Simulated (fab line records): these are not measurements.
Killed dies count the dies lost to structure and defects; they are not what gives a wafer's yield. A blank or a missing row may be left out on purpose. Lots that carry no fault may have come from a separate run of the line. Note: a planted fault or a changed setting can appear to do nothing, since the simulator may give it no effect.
The same fault as seen by 2 desks    flow rit_cmos    each desk has only its own numbers; what lay behind them comes last

## AT THE TOOL OWNER'S DESK: rtp_anneal-01
At RIT_SDANNEAL_RTA_03 (time 5 s), the tool's own readings, given per lot that ran on this tool as the mean of the sampled wafers with a number. Any lot whose mean is over 4 standard deviations away from the usual mean is out of limits and marked OUT; that distance is given in the brackets.
Columns: A = wafer_temp_C_max at RIT_SDANNEAL_RTA_03, usual 1053.5
lot   first seen here  A
L888  day 3 16:25      1054.3
L890  day 3 19:35      1054.0
L892  day 4 07:48      1054.0
L894  day 4 11:56      1053.7
L897  day 5 01:35      1053.6
L898  day 5 11:56      1053.7
L900  day 5 20:50      1053.4
This desk found nothing out of limits on any of the 7 lots.

## THE METROLOGY DESK
Lot by lot, what the gauges showed, no matter which tool ran the lot: averages of those sampled wafers that carry a number. Any lot whose mean is over 4 standard deviations away from the usual mean is out of limits and marked OUT; that distance is given in the brackets.
Columns: A = PSD_RS at RIT_SDANNEAL_RS_MEAS_04, usual 115.78 ohm/sq; B = NSD_RS at RIT_SDANNEAL_RS_MEAS_05, usual 84.42 ohm/sq; C = PLDD_RS at RIT_SDANNEAL_RS_MEAS_06, usual 179.6 ohm/sq; D = NLDD_RS at RIT_SDANNEAL_RS_MEAS_07, usual 151.5 ohm/sq
lot   first seen here  A                B                C                D
L888  day 3 16:29      115.86           84.60            179.4            151.6
L889  day 3 19:09      115.94           84.41            179.9            151.9
L890  day 3 19:40      115.88           84.45            180.0            151.2
L891  day 4 00:17      116.12           84.63            180.4            151.0
L892  day 4 07:52      115.82           84.64            179.6            150.9
L893  day 4 08:19      115.90           84.46            179.8            151.7
L894  day 4 12:01      115.77           84.22            180.2            151.5
L897  day 5 01:39      115.97           84.56            180.0            151.5
L898  day 5 11:59      97.23 (-66) OUT  81.19 (-14) OUT  162.1 (-39) OUT  148.2 (-6.4) OUT
L899  day 5 18:38      115.76           84.34            180.0            151.6
L900  day 5 20:53      96.65 (-68) OUT  81.02 (-15) OUT  161.8 (-40) OUT  149.6
L905  day 6 21:32      115.52           84.37            179.0            152.3
L907  day 7 05:55      115.66           84.06            179.1            150.9
L911  day 8 02:43      115.71           84.39            179.3            152.1
This desk's result: L898, L900 out of limits, first on L898 (PSD_RS at RIT_SDANNEAL_RS_MEAS_04), day 5 11:59. In limits: L888, L889, L890, L891, L892, L893, L894, L897, L899, L905, L907, L911.

## BROUGHT TOGETHER
An alarm was possible from the metrology desk at day 5 11:59, on L898, L900.
The desk of the tool owner found nothing out of limits.
On record at the tool owner's desk: L898, L900, within its limits.
Of the lots named, all ran RIT_SDANNEAL_RTA_03 on rtp_anneal-01.

## WHAT WAS PUT IN BY THE SIMULATOR
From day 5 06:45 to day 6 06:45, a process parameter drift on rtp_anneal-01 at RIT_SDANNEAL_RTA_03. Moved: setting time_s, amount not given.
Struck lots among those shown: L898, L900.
Time in hours between the start of the fault and the first out-of-limits reading at each desk: metrology desk, 5.
